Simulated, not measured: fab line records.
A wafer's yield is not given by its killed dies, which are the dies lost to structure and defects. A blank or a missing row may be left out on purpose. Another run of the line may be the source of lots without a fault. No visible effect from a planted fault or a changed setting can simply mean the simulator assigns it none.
Comparing a struck lot with a sound one | flow berkeley-cmos170 | 16 out of 331 route steps
Sound: the wafers L851.2, L851.3, L851.4. Struck: wafer L846.2 (L846.3, L846.6, from the same lot, were not struck and are left out); the cause is given at the end.
For every step that has rows: the tool of each side, followed by ch and its chambers, followed by its first start. Under that, the readings that differ: sound wafers | struck wafers | difference of the means | sigmas: that difference in standard deviations of wafers without a fault.
alike: readings whose means differ by less than 2 such deviations, and words and numbers that are the same on both sides. not compared: withheld readings, readings that some wafer has no value for, bounds like >300 that may hide the same value, and numbers for which the record gives no deviation and whose values overlap.
A row with sigmas, a row that says differs or no value, or rows on one side alone: a step with any of these is where the two part. When numbers do not overlap yet have no deviation, they are printed without sigmas and do not part them. A reading that every wafer of one side lacks parts them only if that side has two wafers or more.

first, 1 step without rows for these wafers: UCB170_PWELL_OXIDATION_02 (target thk 26.4 nm, ox time 1260 s).
UCB170_PWELL_THK_MEAS_03:
  sound on film-metro-01, day 6 00:21; struck on film-metro-02, day 5 08:46
  alike: PWELL_OXIDE_THK
then, 2 steps without rows for these wafers: UCB170_PWELL_ANNEAL_04 (time 900 s); UCB170_PWELL_CVD_05 (deposits Si3N4 from SiH2Cl2/NH3, target thk 220 nm, time 3300 s).
UCB170_PWELL_THK_MEAS_06:
  sound on film-metro-02, day 6 09:22; struck on film-metro-02, day 5 14:34
  alike: PWELL_NITRIDE_THK
then, 6 steps without rows for these wafers: UCB170_PWELL_HMDS_07 (prime time 60 s); UCB170_PWELL_COAT_08 (resist thk 900 nm); UCB170_PWELL_SOFTBAKE_09 (time 60 s); UCB170_PWELL_EXPOSE_10 (exposes mask PWELL, target cd 3000 nm); UCB170_PWELL_PEB_11; UCB170_PWELL_DEVELOP_12 (develop time 45 s).
UCB170_PWELL_OVL_MEAS_13:
  sound on overlay-02, day 6 10:49; struck on overlay-01, day 5 16:17
  alike: PWELL_OVL
UCB170_PWELL_ETCH_14: etches Si3N4 in CH3F/Ar/O2, stops on SiO2, target depth 242 nm, time 151 s.
  sound on rie-diel-04 ch 0,2,3, day 6 10:51; struck on rie-diel-01 ch 1, day 5 16:19
  reading                                | sound             | struck | difference | sigmas
  oes-product-au (a.u.)                  | 0.928 0.964 0.951 | 0.844  | -0.104     | -7
  model.KrF_of_PWELL_COAT_08.thk-nm (nm) | 716.6 720 719.7   | 761.7  | +42.9      |
  model.etch.depth-nm (nm)               | 220.4 222.4 221.5 | 186.3  | -35.1      |
  alike: drypump-motor-current-A, throttle-valve-pct
  not compared: rf-hours-counter-h
after that, 1 step had no rows for these wafers: UCB170_PWELL_IMPLANT_15.
UCB170_PWELL_STRIP_16: strips in O2.
  sound on plasma-asher-04 ch 0,1, day 6 11:06; struck on plasma-asher-04 ch 0, day 5 16:34
  reading                      | sound             | struck | difference | sigmas
  strip-time-to-endpoint-s (s) | 17.91 17.96 17.98 | 18.98  | +1.03      | +15
  alike: drypump-motor-current-A, oes-product-au
  not compared: rf-hours-counter-h
UCB170_PWELL_TW_MEAS_17:
  sound on film-metro-01, day 6 11:13; struck on film-metro-02, day 5 16:40
  alike: PWELL_TW

WHERE THEY PART
Last at UCB170_PWELL_STRIP_16 as far as this record goes, first at UCB170_PWELL_ETCH_14. Later steps at which nothing parts them and some readings are alike: UCB170_PWELL_TW_MEAS_17.

WHY: the cause the simulator had injected
rie-diel-01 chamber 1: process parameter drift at UCB170_PWELL_ETCH_14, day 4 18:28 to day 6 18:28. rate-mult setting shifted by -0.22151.
